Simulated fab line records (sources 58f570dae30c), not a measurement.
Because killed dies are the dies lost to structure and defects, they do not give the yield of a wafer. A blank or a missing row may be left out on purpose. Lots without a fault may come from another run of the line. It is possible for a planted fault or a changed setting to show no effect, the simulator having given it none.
Split-lot experiment | flow berkeley-cmos170 | 5 lots, 23 wafers read, on a route of 331 steps

## SPLIT DETAILS
At UCB170_PWELL_IMPLANT_15, the setting energy-kev was moved away from the recipe's 60 on 6 of the 23 wafers read, by -2.1% to +3.6%. For the rest of the wafers, this setting stayed at what the recipe calls for.

The reading is taken at the split's own step.

## THE READING
In nm, at UCB170_PWELL_IMPLANT_15: implant.drp-nm, which is the simulator's own figure and was read by no gauge. The file gives no usual value for it.

wafer  | tool, chamber at the split | energy-kev as run | against the recipe | implant.drp-nm, nm | against lot-mates on the recipe
L074.1 | implanter-01, 0            | 58.74             | -2.1%              | 63.97              | -0.73
L074.2 | implanter-01, 0            | 58.74             | -2.1%              | 63.97              | -0.73
L074.4 | implanter-01, 0            | 58.74             | -2.1%              | 63.97              | -0.73
L074.3 | implanter-01, 0            | 60                | recipe             | 64.7               | -
L074.6 | implanter-01, 0            | 60                | recipe             | 64.7               | -
L078.1 | implanter-03, 0            | 62.13             | +3.6%              | 65.9               | +1.20
L078.2 | implanter-03, 0            | 62.13             | +3.6%              | 65.9               | +1.20
L078.3 | implanter-03, 0            | 62.13             | +3.6%              | 65.9               | +1.20
L078.4 | implanter-03, 0            | 60                | recipe             | 64.7               | -
L078.6 | implanter-03, 0            | 60                | recipe             | 64.7               | -
L079.2 | implanter-03, 0            | 60                | recipe             | 64.7               | -
L079.3 | implanter-03, 0            | 60                | recipe             | 64.7               | -
L079.4 | implanter-03, 0            | 60                | recipe             | 64.7               | -
L079.5 | implanter-03, 0            | 60                | recipe             | 64.7               | -
L079.6 | implanter-03, 0            | 60                | recipe             | 64.7               | -
L083.1 | implanter-01, 0            | 60                | recipe             | 64.7               | -
L083.3 | implanter-01, 0            | 60                | recipe             | 64.7               | -
L083.4 | implanter-01, 0            | 60                | recipe             | 64.7               | -
L083.5 | implanter-01, 0            | 60                | recipe             | 64.7               | -
L083.6 | implanter-01, 0            | 60                | recipe             | 64.7               | -
L084.2 | implanter-02, 0            | 60                | recipe             | 64.7               | -
L084.4 | implanter-02, 0            | 60                | recipe             | 64.7               | -
L084.5 | implanter-02, 0            | 60                | recipe             | 64.7               | -

THE FIT
A straight line over all 23 wafers: implant.drp-nm changes by +0.341 nm for each +1% of energy-kev; r = +1.00; the points scatter about the line by 0.0057 nm.
The same after taking each lot's own level away (the mean of its wafers on the recipe; 23 wafers): +0.341 nm for each +1%; r = +1.00; scatter 0.0057 nm.
On that fit, the largest move of energy-kev shifts the reading by 1.2 nm.
The lots' own levels span 64.700 to 64.700 nm.
So the lot-to-lot level changes the slope little: the two slopes agree.
Check: for one of the wafers moved furthest among these (+3.6%), held out of the fit, the line's prediction against its lot-mates is +1.21 nm. It came out at +1.2 nm against them.

## THESE WAFERS: OTHER SPLITS
Before the reading, these wafers also passed through other splits. Each is held against what the fit with the lots' levels taken away leaves over:
other split on the same wafers     | wafers away from the commonest value | r with implant.drp-nm (lot level and that fit taken away)
UCB170_START_OXIDATION_02 temp-c   | 18                                   | -0.43
UCB170_NWELL_IMPLANT_14 energy-kev | 8                                    | -0.26

## THE WHOLE CHAIN: every reading that the file lists as answering this split, in the file's order
step                    | what it does | reading                                                         | change (the file's fit)              | r (the file's)
UCB170_PWELL_IMPLANT_15 |              | implant.rp-nm (the simulator's own value, which no gauge read)  | +2.1 nm for each +1% of the setting  | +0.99
UCB170_PWELL_IMPLANT_15 |              | implant.drp-nm (the simulator's own value, which no gauge read) | +0.34 nm for each +1% of the setting | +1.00

## FILE'S OWN FIT
implant.drp-nm changes by +0.34 nm for each +1% of energy-kev, r = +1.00.
